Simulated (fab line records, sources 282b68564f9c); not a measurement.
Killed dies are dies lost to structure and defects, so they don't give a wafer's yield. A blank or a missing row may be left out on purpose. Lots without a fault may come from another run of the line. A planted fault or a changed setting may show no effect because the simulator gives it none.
A struck lot beside a sound one | flow rit_cmos | 43 steps out of a route of 202
Sound: wafers L301.2, L301.3, L301.6. Struck: wafers L317.3, L317.4, L317.5. The cause comes at the end.
At each step with rows: each side's tool, then ch and its chambers, then its first start. Under that, the readings that differ: sound wafers | struck wafers | difference of the means | sigmas: that difference in standard deviations of wafers without a fault.
alike: readings whose means differ by less than 2 such deviations, and words and numbers that are the same on both sides. not compared: withheld readings, readings that some wafer has no value for, bounds like >300 that may hide the same value, and numbers for which the record gives no deviation and whose values overlap.
The two part at a step that has a row with sigmas, a row that says differs or no value, or rows on one side only. Numbers that don't overlap but have no deviation are shown without sigmas and don't part them. A reading that every wafer of one side lacks parts them only if that side has two wafers or more.

first, 1 step without rows for these wafers: RIT_ACTIVE_DEVELOP_10 (develop time 47.85 s).
RIT_ACTIVE_CD_MEAS_11: target cd 1400 nm.
  sound on cd_sem-01, day 2 00:39; struck on cd_sem-02, day 5 11:06
  alike: cd_nm
then, 1 step without rows for these wafers: RIT_ACTIVE_HARDBAKE_12 (time 60 s).
RIT_ACTIVE_ETCH_13: etches Si3N4 in SF6, stops on SiO2, time 210 s, target depth 210 nm.
  sound on rie_diel-04 ch 0,1,2, day 2 00:54; struck on rie_diel-04 ch 0,1,2, day 5 11:20
  alike: drypump_motor_current_A, oes_product_au, throttle_valve_pct
  not compared: rf_hours_counter_h
RIT_ACTIVE_STRIP_14: strips in O2, time 180 s.
  sound on plasma_asher-04 ch 0,1, day 2 01:02; struck on plasma_asher-02 ch 0,1, day 5 11:31
  alike: drypump_motor_current_A
  not compared: rf_hours_counter_h
RIT_ACTIVE_CD_MEAS_90: target cd 1400 nm.
  sound on cd_sem-01, day 2 01:13; struck on cd_sem-02, day 5 11:41
  alike: cd_nm
then, 4 steps without rows for these wafers: RIT_ACTIVE_CLEAN_15 (cleans in SC1, time 600 s); RIT_ACTIVE_CLEAN_16 (cleans in dHF, time 30 s); RIT_ACTIVE_CLEAN_17 (cleans in SC2, time 600 s); RIT_FOX1_OXIDATION_00 (target thk 350.7 nm, ox time 1130 s).
RIT_FOX1_THK_MEAS_01:
  sound on film_metro-01, day 2 04:23; struck on film_metro-01, day 5 14:15
  alike: FOX1_OXIDE_THK
then, 1 step without rows for these wafers: RIT_FOX1_WET_ETCH_02 (etches SiO2 in BOE, target depth 350 nm, time 390 s).
RIT_FOX2_OXIDATION_00: target thk 350.7 nm, ox time 1130 s.
  sound on furnace-04 ch 0, day 2 04:44; struck on furnace-02 ch 0, day 5 16:59
  reading               | sound                | struck               | difference | sigmas
  spike_tc_source_C (C) | 1126.1 1126.3 1128.3 | 1123.7 1123.3 1123.7 | -3.3       | -2
RIT_FOX2_THK_MEAS_01:
  sound on film_metro-01, day 2 06:03; struck on film_metro-01, day 5 18:19
  alike: FOX2_OXIDE_THK
then, 2 steps without rows for these wafers: RIT_FOX2_CLEAN_02 (cleans in dHF, time 180 s); RIT_FOX2_WET_ETCH_03 (etches Si3N4 in H3PO4, target depth 195 nm, time 2700 s).
RIT_FOX2_THK_MEAS_90:
  sound on film_metro-01, day 2 07:41; struck on film_metro-02, day 5 19:11
  alike: FIELD_OXIDE_LEFT_1_THK
then, 6 steps without rows for these wafers: RIT_NWELL_HMDS_00 (prime time 60 s); RIT_NWELL_COAT_01 (resist thk 1300 nm); RIT_NWELL_SOFTBAKE_02 (time 60 s); RIT_NWELL_EXPOSE_03 (exposes mask M2, target cd 43900 nm); RIT_NWELL_PEB_04; RIT_NWELL_DEVELOP_05 (develop time 68 s).
RIT_NWELL_OVL_MEAS_06:
  sound on overlay-02, day 2 08:38; struck on overlay-01, day 5 20:11
  alike: NWELL_OVL
then, 2 steps without rows for these wafers: RIT_NWELL_HARDBAKE_07 (time 120 s); RIT_NWELL_IMPLANT_08.
RIT_NWELL_STRIP_09: strips in O2, time 180 s.
  sound on plasma_asher-01 ch 0,1, day 2 09:04; struck on plasma_asher-01 ch 0,1, day 5 20:40
  alike: drypump_motor_current_A
  not compared: rf_hours_counter_h
RIT_NWELL_TW_MEAS_10:
  sound on film_metro-03, day 2 09:14; struck on film_metro-02, day 5 20:49
  alike: NWELL_TW
then, 6 steps without rows for these wafers: RIT_PWELL_HMDS_00 (prime time 60 s); RIT_PWELL_COAT_01 (resist thk 1300 nm); RIT_PWELL_SOFTBAKE_02 (time 60 s); RIT_PWELL_EXPOSE_03 (exposes mask M3, target cd 43700 nm); RIT_PWELL_PEB_04; RIT_PWELL_DEVELOP_05 (develop time 68 s).
RIT_PWELL_OVL_MEAS_06:
  sound on overlay-02, day 2 10:11; struck on overlay-02, day 5 21:44
  alike: PWELL_OVL
then, 2 steps without rows for these wafers: RIT_PWELL_HARDBAKE_07 (time 120 s); RIT_PWELL_IMPLANT_08.
RIT_PWELL_STRIP_09: strips in O2, time 180 s.
  sound on plasma_asher-02 ch 1, day 2 10:37; struck on plasma_asher-03 ch 0,1, day 5 22:13
  alike: drypump_motor_current_A
  not compared: rf_hours_counter_h
RIT_PWELL_TW_MEAS_10:
  sound on film_metro-01, day 2 10:47; struck on film_metro-03, day 5 22:22
  reading  | sound       | struck      | difference | sigmas
  PWELL_TW | 952 952 951 | 974 967 965 | +17        | +2
then, 1 step without rows for these wafers: RIT_WELLDRIVE_ANNEAL_00 (time 14700 s).
RIT_WELLDRIVE_RS_MEAS_01: measures by four-point-probe.
  sound on film_metro-02, day 2 15:57; struck on film_metro-01, day 6 03:31
  alike: NWELL_RS
RIT_WELLDRIVE_RS_MEAS_02: measures by four-point-probe.
  sound on film_metro-02, day 2 16:04; struck on film_metro-01, day 6 03:38
  alike: PWELL_RS
RIT_M1_PROBE_99:
  sound on prober-02, day 4 00:49; struck on prober-02, day 7 08:40
  reading             | sound  | struck                                                                     | difference                   | sigmas
  hold                | - - -  | await_dispo/1.6h/release await_dispo/1.6h/release await_dispo/1.6h/release | no value on the sound wafers |
  killed_at_front_end | 2 4 10 | 130 133 128                                                                | +125                         | +40
  killed_dies         | 2 4 10 | 130 133 128                                                                | +125                         | +40
  killed_on_rim       | 0 1 1  | 30 37 38                                                                   | +34                          | +23
  alike: killed_at_M0_to_M3, killed_open, killed_short

WHERE THEY PART
First at RIT_FOX2_OXIDATION_00; last, within this record, at RIT_M1_PROBE_99.

WHY: what the simulator had put in
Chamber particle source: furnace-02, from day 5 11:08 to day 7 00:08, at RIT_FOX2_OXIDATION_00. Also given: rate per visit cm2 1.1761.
